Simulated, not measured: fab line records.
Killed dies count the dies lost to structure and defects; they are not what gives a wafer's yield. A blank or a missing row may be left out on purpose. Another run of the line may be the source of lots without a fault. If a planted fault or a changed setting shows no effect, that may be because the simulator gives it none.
Lot-split experiment | flow berkeleyCmos170 | route with 331 steps; 5 lots, 23 wafers read

== ON THE SPLIT ==
At UCB170_PFIELD_IMPLANT_07, the setting energyKev was moved away from the recipe's 80 on 8 of the 23 wafers read, by -5.9% to +3.7%. For the rest of the wafers, this setting stayed at what the recipe calls for.

Reading taken at the split's own step.

== THE READING ==
In nm, at UCB170_PFIELD_IMPLANT_07: implant.drpNm, which is the simulator's own figure and was read by no gauge. The file does not state a usual value for it.

wafer  | tool, chamber at the split | energyKev as run | against the recipe | implant.drpNm, nm | against lot-mates on the recipe
L077.2 | implanter-02, 0            | 78.26            | -2.2%              | 74.07             | -0.79
L077.4 | implanter-02, 0            | 78.26            | -2.2%              | 74.07             | -0.79
L077.6 | implanter-02, 0            | 78.26            | -2.2%              | 74.07             | -0.79
L077.3 | implanter-02, 0            | 80               | recipe             | 74.86             | -
L077.5 | implanter-02, 0            | 80               | recipe             | 74.86             | -
L076.1 | implanter-03, 0            | 80               | recipe             | 74.86             | -
L076.3 | implanter-03, 0            | 80               | recipe             | 74.86             | -
L076.5 | implanter-03, 0            | 80               | recipe             | 74.86             | -
L076.2 | implanter-03, 0            | 82.94            | +3.7%              | 76.13             | +1.27
L076.4 | implanter-03, 0            | 82.94            | +3.7%              | 76.13             | +1.27
L081.1 | implanter-03, 0            | 80               | recipe             | 74.86             | -
L081.2 | implanter-03, 0            | 80               | recipe             | 74.86             | -
L081.3 | implanter-03, 0            | 80               | recipe             | 74.86             | -
L081.4 | implanter-03, 0            | 80               | recipe             | 74.86             | -
L081.5 | implanter-03, 0            | 80               | recipe             | 74.86             | -
L083.1 | implanter-02, 0            | 80               | recipe             | 74.86             | -
L083.3 | implanter-02, 0            | 80               | recipe             | 74.86             | -
L083.5 | implanter-02, 0            | 80               | recipe             | 74.86             | -
L085.1 | implanter-03, 0            | 80               | recipe             | 74.86             | -
L085.2 | implanter-03, 0            | 80               | recipe             | 74.86             | -
L085.3 | implanter-03, 0            | 75.32            | -5.9%              | 72.68             | -2.18
L085.5 | implanter-03, 0            | 75.32            | -5.9%              | 72.68             | -2.18
L085.6 | implanter-03, 0            | 75.32            | -5.9%              | 72.68             | -2.18

FIT RESULTS
A straight line over all 23 wafers: implant.drpNm changes by +0.365 nm for each +1% of energyKev; r = +1.00; the points scatter about the line by 0.025 nm.
The same after taking each lot's own level away (the mean of its wafers on the recipe; 23 wafers): +0.365 nm for each +1%; r = +1.00; scatter 0.025 nm.
That fit puts the effect of the largest move of energyKev on the reading at 2.1 nm.
The lots' own levels span 74.860 to 74.860 nm.
The two slopes agree, so the slope changes little with the lot-to-lot level.
Check: -2.14 nm against its lot-mates is what the line predicts for one of the wafers moved furthest among these (-5.9%) when that wafer is left out of the fit. Against them it came out at -2.18 nm.

== ADDITIONAL SPLITS CARRIED BY THESE WAFERS ==
Before the reading, these wafers also passed through other splits. Each is held against what the fit with the lots' levels taken away leaves over:
other split on the same wafers    | wafers away from the commonest value | r with implant.drpNm (lot level and that fit taken away)
UCB170_START_OXIDATION_02 oxTimeS | 18                                   | -0.19
UCB170_ZERO_STRIP_07 o2FlowSccm   | 12                                   | +0.43
UCB170_NWELL_PEB_10 pebTempC      | 7                                    | -0.40
UCB170_PWELL_CVD_05 pressureMtorr | 18                                   | -0.04

== THE WHOLE CHAIN: every reading that the file lists as answering this split, in the file's order ==
step                     | what it does | reading                                                        | change (the file's fit)               | r (the file's)
UCB170_PFIELD_IMPLANT_07 |              | implant.rpNm (the simulator's own value, which no gauge read)  | +2.13 nm for each +1% of the setting  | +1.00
UCB170_PFIELD_IMPLANT_07 |              | implant.drpNm (the simulator's own value, which no gauge read) | +0.365 nm for each +1% of the setting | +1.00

== THE FILE'S OWN FIT ==
implant.drpNm changes by +0.365 nm for each +1% of energyKev, r = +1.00.
